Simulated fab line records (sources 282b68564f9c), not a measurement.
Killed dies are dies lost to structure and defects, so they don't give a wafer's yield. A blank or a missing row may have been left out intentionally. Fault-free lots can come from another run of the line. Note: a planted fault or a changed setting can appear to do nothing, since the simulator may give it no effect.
Which tool did it? -- flow rit cmos -- 7 lots, 21 wafers sampled, at 1 step of a route of 202

## WHAT THE GAUGES READ, wafer by wafer
RIT_NLDD_OVL_MEAS_06.
lot,measured,on,NLDD_OVL (nm)
L407,day 3 07:14,overlay-01,1.7 0.3 2.6
L409,day 3 22:39,overlay-02,1.2 1.1 1.0
L413,day 4 11:58,overlay-01,-0.6 1.2 -1.1
L419,day 5 21:53,overlay-01,2.7 -0.3 1.7
L422,day 6 11:59,overlay-01,2.2 3.2 2.2
L424,day 7 11:37,overlay-01,2.6 0.9 1.8
L427,day 7 17:56,overlay-01,0.6 2.3 3.5

## WHAT TOOL EACH LOT RAN ON (gives the tool, then ch and the chambers of the sampled wafers, and finally the start)
Before these readings, the record contains no process step.

## THE ANSWER, worked out from the rows above alone
Rule: usual is defined by the lots themselves. Put in order of their means at a reading, lots are off if they are a third of the lots or fewer, leave a main group of 4 or more, and stand apart from it by a gap of 3 or more times the standard deviation of the main group's means; of several such gaps the widest counts. Not used: any main group whose means are identical at the precision the tables above print for the reading. Also off: a lot with no number at a reading for which 4 or more lots have one. Where the step has rows for the other lots, those lots are counted as sound.
None of the lots is off at any reading shown; this tells nothing.

## WHAT THE SIMULATOR PUT IN
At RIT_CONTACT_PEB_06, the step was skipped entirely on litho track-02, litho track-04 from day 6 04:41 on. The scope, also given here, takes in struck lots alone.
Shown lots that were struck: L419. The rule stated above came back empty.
